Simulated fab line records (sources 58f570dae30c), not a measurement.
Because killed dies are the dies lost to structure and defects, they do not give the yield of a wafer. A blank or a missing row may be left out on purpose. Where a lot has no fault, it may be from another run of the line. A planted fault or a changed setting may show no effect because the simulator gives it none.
fab line records -- flow berkeley_cmos170 -- part 2 of 2: steps 29 to 38 of 38
record: lots: 5, wafers: 15, last_day: 12
route steps=331 shown ACTIVE@77 PFIELD@79 FIELD@89 SACOX@97 SCREENOX@100 NVT@104
lots that met no fault: taken from a fault-free run of the same line
start_h: hours from the record's first day to the start of the lot's first wafer shown -- wait_h: hours since the lot's step before -- " repeats the value in the row above -- L1.1+2: a single row standing in for several wafers -- - no value, or no start given -- * or withheld: withheld -- < > ~ a bound
route shown NAME@n: names a module that has steps shown in the file, with the first one's number in the route -- usual: mean/standard deviation of fault-free wafers -- same: alike in all rows -- chamber/n: place in a boat -- sites: the reading at each site -- _std_site: standard deviation across them -- _edge_site: the outer-site mean with the inner-site mean subtracted -- radius_mm: how far each site lies from the wafer's centre -- mask NAME#n: copy n -- behind: the tool/chamber that last shaped the wafer -- hold: why the lot went on hold/how many hours it stayed there/how the hold came to an end -- device: names the non-switching transistor (n, p or np) -- end of line: tests of these same wafers at the route's end -- a step with no rows: only its recipe -- killed: dies lost to structure and defects at the first sort, not the wafer's yield -- map: shows each die of a wafer: x if killed, . if not, _ if none is there
set.NAME: the setting the step ran with; set.NAME@STEP: the setting that earlier step ran with -- model.NAME: the simulator's own value behind a step, which no gauge read
a table for each step, a row for each wafer; lots at some steps of the route
services: the hour from which a tool's chamber was out of use, counted from the record's first day as start_h (under 0 if before that day), plus the number of hours and why
== steps ==
step: UCB170_NVT_COAT_01
recipe: resist: KrF, spin_rpm: 1500, resist_thk_nm: 900
usual: chill_plate_temp_C: 23.01/0.11
lot.wafer,tool,chamber,start_h,wait_h,chill_plate_temp_C
L081.3,litho_track-01,0,160.86,0.1,23.11
L081.4,litho_track-01,0,160.86,0.1,22.95
L081.5,litho_track-01,0,160.86,0.1,23.02
L084.1,litho_track-04,0,178.38,0.1,23.06
L084.2,litho_track-04,0,178.38,0.1,23.19
L084.3,litho_track-04,0,178.38,0.1,23.05
L091.1,litho_track-01,0,212.52,0.1,22.72
L091.2,litho_track-01,0,212.52,0.1,23.03
L091.3,litho_track-01,0,212.52,0.1,22.94
L094.2,litho_track-04,0,227.64,0.1,22.94
L094.4,litho_track-04,0,227.64,0.1,23.00
L094.5,litho_track-04,0,227.64,0.1,23.07
L096.1,litho_track-04,0,239.04,0.1,23.14
L096.4,litho_track-04,0,239.04,0.1,23.12
L096.6,litho_track-04,0,239.04,0.1,23.02
step: UCB170_NVT_SOFTBAKE_02
recipe: resist: KrF, temp_c: 130, time_s: 60
usual: chill_plate_temp_C: 23.01/0.098
lot.wafer,tool,chamber,start_h,wait_h,chill_plate_temp_C
L081.3,litho_track-01,0,161.01,0.1,23.01
L081.4,litho_track-01,0,161.01,0.1,23.05
L081.5,litho_track-01,0,161.01,0.1,23.10
L084.1,litho_track-04,0,178.53,0.1,22.90
L084.2,litho_track-04,0,178.53,0.1,22.93
L084.3,litho_track-04,0,178.53,0.1,23.04
L091.1,litho_track-01,0,212.67,0.1,23.01
L091.2,litho_track-01,0,212.67,0.1,22.91
L091.3,litho_track-01,0,212.67,0.1,23.10
L094.2,litho_track-04,0,227.79,0.1,23.11
L094.4,litho_track-04,0,227.79,0.1,23.03
L094.5,litho_track-04,0,227.79,0.1,23.06
L096.1,litho_track-04,0,239.19,0.1,22.95
L096.4,litho_track-04,0,239.19,0.1,22.80
L096.6,litho_track-04,0,239.19,0.1,22.88
step: UCB170_NVT_EXPOSE_03
recipe: mask_id: PWELL, target_cd_nm: 3000, na: 0.5, sigma_outer: 0.6, source_shape: conventional, dose_mj: 30
lot.wafer,tool,chamber,start_h,wait_h,mask
L081.3+4+5,krf_scanner-01,0,161.28,0.2,PWELL#0
L084.1+2+3,krf_scanner-02,0,178.81,0.3,PWELL#0
L091.1+2+3,krf_scanner-02,0,212.95,0.2,PWELL#0
L094.2+4+5,krf_scanner-02,0,228.18,0.4,PWELL#0
L096.1+4+6,krf_scanner-02,0,239.63,0.4,PWELL#0
step: UCB170_NVT_PEB_04
recipe: peb_temp_c: 130.3, peb_time_s: withheld, resist: KrF
usual: chill_plate_temp_C: 22.99/0.1
lot.wafer,tool,chamber,start_h,wait_h,chill_plate_temp_C
L081.3,litho_track-01,0,161.40,0.1,23.00
L081.4,litho_track-01,0,161.40,0.1,22.96
L081.5,litho_track-01,0,161.40,0.1,22.95
L084.1,litho_track-04,0,178.96,0.1,23.06
L084.2,litho_track-04,0,178.96,0.1,23.03
L084.3,litho_track-04,0,178.96,0.1,23.21
L091.1,litho_track-02,0,213.19,0.2,23.04
L091.2,litho_track-02,0,213.19,0.2,22.92
L091.3,litho_track-02,0,213.19,0.2,22.81
L094.2,litho_track-02,0,228.39,0.2,22.87
L094.4,litho_track-02,0,228.39,0.2,23.04
L094.5,litho_track-02,0,228.39,0.2,22.89
L096.1,litho_track-02,0,239.75,0.1,23.02
L096.4,litho_track-02,0,239.75,0.1,23.03
L096.6,litho_track-02,0,239.75,0.1,22.86
step: UCB170_NVT_DEVELOP_05
recipe: developer: TMAH, develop_time_s: 45, resist: KrF, dev_temp_c: 21
usual: chill_plate_temp_C: 22.97/0.11
lot.wafer,tool,chamber,start_h,wait_h,chill_plate_temp_C
L081.3,litho_track-01,0,-,-,22.92
L081.4,litho_track-01,0,-,-,22.95
L081.5,litho_track-01,0,-,-,23.01
L084.1,litho_track-04,0,-,-,22.76
L084.2,litho_track-04,0,-,-,22.87
L084.3,litho_track-04,0,-,-,23.02
L091.1,litho_track-02,0,-,-,22.87
L091.2,litho_track-02,0,-,-,22.67
L091.3,litho_track-02,0,-,-,22.64
L094.2,litho_track-02,0,-,-,23.07
L094.4,litho_track-02,0,-,-,22.97
L094.5,litho_track-02,0,-,-,23.12
L096.1,litho_track-02,0,-,-,22.77
L096.4,litho_track-02,0,-,-,22.87
L096.6,litho_track-02,0,-,-,22.98
step: UCB170_NVT_OVL_MEAS_06
usual: NVT_OVL: -2/5.4
lot.wafer,tool,chamber,start_h,wait_h,NVT_OVL[nm]
L081.3,overlay-01,-,161.64,-,-5
L081.4,overlay-01,-,161.64,-,-3
L081.5,overlay-01,-,161.64,-,-3
L084.1,overlay-01,-,179.23,-,-4
L084.2,overlay-01,-,179.23,-,-4
L084.3,overlay-01,-,179.23,-,2
L091.1,overlay-02,-,213.47,-,-3
L091.2,overlay-02,-,213.47,-,3
L091.3,overlay-02,-,213.47,-,2
L094.2,overlay-01,-,228.65,-,-8
L094.4,overlay-01,-,228.65,-,-12
L094.5,overlay-01,-,228.65,-,-7
L096.1,overlay-01,-,240.02,-,-12
L096.4,overlay-01,-,240.02,-,-6
L096.6,overlay-01,-,240.02,-,-2
step: UCB170_NVT_IMPLANT_07
recipe: species: BF2, dose_cm2: 3e+12, energy_kev: 50, tilt_deg: 7
lot.wafer,tool,chamber,start_h,wait_h
L081.3+4+5,implanter-01,0,161.71,0.1
L084.1+2+3,implanter-03,0,179.27,0.0
L091.1+2+3,implanter-02,0,213.51,0.0
L094.2+4+5,implanter-03,0,228.71,0.0
L096.1+4+6,implanter-03,0,240.06,0.0
step: UCB170_NVT_STRIP_08
recipe: chemistry: O2, power_w: 400, pressure_mtorr: 3500, platen_temp_c: withheld, o2_flow_sccm: 400, overash_fraction: 0.5
usual: drypump_motor_current_A: 5.59/0.2, oes_product_au: 0.734/0.0046, strip_time_to_endpoint_s: 21.62/0.071
lot.wafer,tool,chamber,start_h,wait_h,drypump_motor_current_A,oes_product_au,rf_hours_counter_h,strip_time_to_endpoint_s
L081.3,plasma_asher-01,1,161.85,0.1,5.49,0.729,-,21.53
L081.4,plasma_asher-01,0,161.85,0.1,5.87,0.737,-,21.53
L081.5,plasma_asher-01,0,161.85,0.1,5.86,0.744,-,21.51
L084.1,plasma_asher-01,0,179.42,0.1,5.90,0.734,49,21.61
L084.2,plasma_asher-01,1,179.42,0.1,5.49,0.729,49,21.65
L084.3,plasma_asher-01,1,179.42,0.1,5.51,0.730,-,21.68
L091.1,plasma_asher-01,1,213.66,0.1,5.49,0.734,53,21.55
L091.2,plasma_asher-01,0,213.66,0.1,5.88,0.741,53,21.51
L091.3,plasma_asher-01,1,213.66,0.1,5.48,0.735,-,21.61
L094.2,plasma_asher-03,0,228.83,0.1,5.47,0.734,48,21.60
L094.4,plasma_asher-03,0,228.83,0.1,5.48,0.728,-,21.63
L094.5,plasma_asher-03,1,228.83,0.1,5.66,0.732,-,21.59
L096.1,plasma_asher-03,0,240.21,0.1,5.44,0.728,50,21.71
L096.4,plasma_asher-03,1,240.21,0.1,5.66,0.745,-,21.66
L096.6,plasma_asher-03,1,240.21,0.1,5.64,0.735,-,21.73
step: UCB170_NVT_TW_MEAS_09
usual: NVT_TW: 523.6/2.9
lot.wafer,tool,chamber,start_h,wait_h,NVT_TW
L081.3,film_metro-01,-,161.93,0.1,524.2
L081.4,film_metro-01,-,161.93,0.1,521.0
L081.5,film_metro-01,-,161.93,0.1,522.0
L084.1,film_metro-01,-,179.52,0.1,527.0
L084.2,film_metro-01,-,179.52,0.1,522.7
L084.3,film_metro-01,-,179.52,0.1,518.8
L091.1,film_metro-03,-,213.76,0.1,528.4
L091.2,film_metro-03,-,213.76,0.1,527.5
L091.3,film_metro-03,-,213.76,0.1,528.9
L094.2,film_metro-04,-,228.94,0.1,522.2
L094.4,film_metro-04,-,228.94,0.1,524.4
L094.5,film_metro-04,-,228.94,0.1,522.4
L096.1,film_metro-04,-,240.31,0.1,522.1
L096.4,film_metro-04,-,240.31,0.1,525.9
L096.6,film_metro-04,-,240.31,0.1,522.0
step: UCB170_NVT_CLEAN_10
recipe: chemistry: SPM, temp_c: 120, time_s: 600
usual: bath_heat_duty_pct: 12.7/1.1
lot.wafer,tool,chamber,start_h,wait_h,bath_heat_duty_pct
L081.3,wet_bench-02,0,161.97,0.0,14.3
L081.4,wet_bench-02,0,161.97,0.0,13.2
L081.5,wet_bench-02,0,161.97,0.0,14.1
L084.1,wet_bench-04,0,179.60,0.1,9.2
L084.2,wet_bench-04,0,179.60,0.1,10.8
L084.3,wet_bench-04,0,179.60,0.1,11.4
L091.1,wet_bench-04,3,213.85,0.1,11.5
L091.2,wet_bench-04,3,213.85,0.1,11.8
L091.3,wet_bench-04,3,213.85,0.1,12.8
L094.2,wet_bench-01,1,228.99,0.0,12.5
L094.4,wet_bench-01,1,228.99,0.0,12.8
L094.5,wet_bench-01,1,228.99,0.0,11.6
L096.1,wet_bench-01,3,242.08,1.8,13.8
L096.4,wet_bench-01,3,242.08,1.8,13.0
L096.6,wet_bench-01,3,242.08,1.8,12.3
== services ==
tool,chamber,start_h,hours,kind
krf_scanner-01,-,105.33,0.8,pm
plasma_asher-02,-,108.75,9.0,pm
furnace-01,-,117.78,3.6,pm
furnace-01,-,121.34,7.9,pm
krf_scanner-01,-,125.53,1.0,pm
implanter-01,-,133.83,4.7,pm
plasma_asher-03,-,134.95,3.3,repair
krf_scanner-02,-,141.39,1.0,pm
implanter-01,-,145.37,12.2,repair
implanter-04,-,158.46,2.2,repair
implanter-04,-,170.97,7.9,repair
implanter-03,-,180.46,1.6,repair
wet_bench-02,-,181.50,0.8,repair
furnace-02,-,193.27,3.4,pm
plasma_asher-04,-,197.52,7.6,repair
krf_scanner-02,-,208.43,0.8,pm
implanter-04,-,208.62,2.6,pm
implanter-03,-,211.98,3.7,repair
furnace-02,-,221.18,4.3,pm
krf_scanner-01,-,224.39,1.3,pm
krf_scanner-01,-,225.69,4.0,pm
krf_scanner-02,-,232.55,1.3,pm
implanter-04,-,239.45,2.3,repair
implanter-04,-,240.30,2.6,repair
